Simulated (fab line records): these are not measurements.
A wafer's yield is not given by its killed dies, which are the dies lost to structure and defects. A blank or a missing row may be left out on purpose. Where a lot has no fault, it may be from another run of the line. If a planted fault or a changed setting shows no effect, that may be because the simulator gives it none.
Split-lot study -- flow rit-cmos -- route with 202 steps; 5 lots, 23 wafers read

## THE SPLIT ITSELF
At RIT_NRETRO_COAT_01 (resist thk 1300 nm), the setting spin-rpm was moved away from the recipe's 2000 rpm on 5 of the 23 wafers read, by -4.8% to +5.5%. This setting was run at the recipe's value on the other wafers.

## FROM THE SPLIT TO THE READING: what the file shows between them, 3 steps
- RIT_NRETRO_SOFTBAKE_02: time 60 s
- RIT_NRETRO_EXPOSE_03: exposes mask M4, target cd 43900 nm
- RIT_NRETRO_DEVELOP_05: develop time 68 s

## THE READING
NOVOLAK_of_NRETRO_COAT_01.thk-nm (the simulator's own value, which no gauge read), in nm, at RIT_NRETRO_HARDBAKE_07 (time 120 s). There is no usual value for it anywhere in the file. Average 1138 nm, standard deviation 2.8 nm, over the 18 wafers here run with the recipe.

wafer,"tool, chamber at the split","spin-rpm as run, rpm",against the recipe,"NOVOLAK_of_NRETRO_COAT_01.thk-nm, nm",against lot-mates on the recipe
L078.1,"litho-track-01, 0",2000,recipe,1139,-
L078.2,"litho-track-01, 0",2000,recipe,1138,-
L078.3,"litho-track-01, 0",1904,-4.8%,1168,+30
L078.5,"litho-track-01, 0",1904,-4.8%,1168,+30
L078.6,"litho-track-01, 0",1904,-4.8%,1167,+28
L079.1,"litho-track-04, 0",2000,recipe,1140,-
L079.2,"litho-track-04, 0",2000,recipe,1136,-
L079.4,"litho-track-04, 0",2000,recipe,1134,-
L079.5,"litho-track-04, 0",2000,recipe,1135,-
L079.6,"litho-track-04, 0",2000,recipe,1137,-
L080.1,"litho-track-04, 0",2000,recipe,1140,-
L080.3,"litho-track-04, 0",2000,recipe,1140,-
L080.4,"litho-track-04, 0",2000,recipe,1140,-
L080.2,"litho-track-04, 0",2000,recipe,1141,-
L080.5,"litho-track-04, 0",2000,recipe,1145,-
L083.1,"litho-track-01, 0",2000,recipe,1135,-
L083.2,"litho-track-01, 0",2000,recipe,1134,-
L083.3,"litho-track-01, 0",2110,+5.5%,1102,-33
L083.4,"litho-track-01, 0",2000,recipe,1136,-
L083.6,"litho-track-01, 0",2110,+5.5%,1107,-28
L084.1,"litho-track-03, 0",2000,recipe,1139,-
L084.4,"litho-track-03, 0",2000,recipe,1140,-
L084.6,"litho-track-03, 0",2000,recipe,1140,-

THE FIT
A straight line over all 23 wafers: NOVOLAK_of_NRETRO_COAT_01.thk-nm changes by -6.13 nm for each +1% of spin-rpm; r = -0.98; the points scatter about the line by 2.7 nm.
The same after taking each lot's own level away (the mean of its wafers on the recipe; 23 wafers): -5.82 nm for each +1%; r = -0.99; scatter 1.7 nm.
According to that fit, moving spin-rpm by its largest amount changes the reading by 32 nm.
The lots' own levels span 1135.0 to 1141.2 nm, that is 2.2 times the standard deviation above.
Hence the lot-to-lot level has little effect on the slope; both slopes agree.
Check: -31.2 nm against its lot-mates is what the line predicts for one of the wafers moved furthest among these (+5.5%) when that wafer is left out of the fit. Against them it came out at -33 nm.

## OTHER SPLITS APPLIED TO THESE WAFERS
These wafers also went through other splits before the reading. Each is held against what the fit with the lots' levels taken away leaves over:
other split on the same wafers,wafers away from the commonest value,r with NOVOLAK_of_NRETRO_COAT_01.thk-nm (lot level and that fit taken away)
RIT_ACTIVE_COAT_06 resist-thk-nm,7,+0.03
RIT_ACTIVE_EXPOSE_08 dose-mj,5,+0.10
RIT_FOX1_OXIDATION_00 temp-c,15,+0.09
RIT_NWELL_COAT_01 spin-rpm,10,+0.00
RIT_NWELL_IMPLANT_08 dose-cm2,11,+0.46
RIT_PWELL_HARDBAKE_07 temp-c,6,+0.09

## THE WHOLE CHAIN: every reading that the file lists as answering this split, in the file's order
step,what it does,reading,change (the file's fit),r (the file's)
RIT_NRETRO_COAT_01,resist thk 1300 nm,"NOVOLAK_of_NRETRO_COAT_01.thk-nm (the simulator's own value, which no gauge read)",-6.72 nm for each +1% of the setting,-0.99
RIT_NRETRO_HARDBAKE_07,time 120 s,"NOVOLAK_of_NRETRO_COAT_01.thk-nm (the simulator's own value, which no gauge read)",-5.78 nm for each +1% of the setting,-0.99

## THE FILE'S OWN FIT
NOVOLAK_of_NRETRO_COAT_01.thk-nm changes by -5.78 nm for each +1% of spin-rpm, r = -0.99.
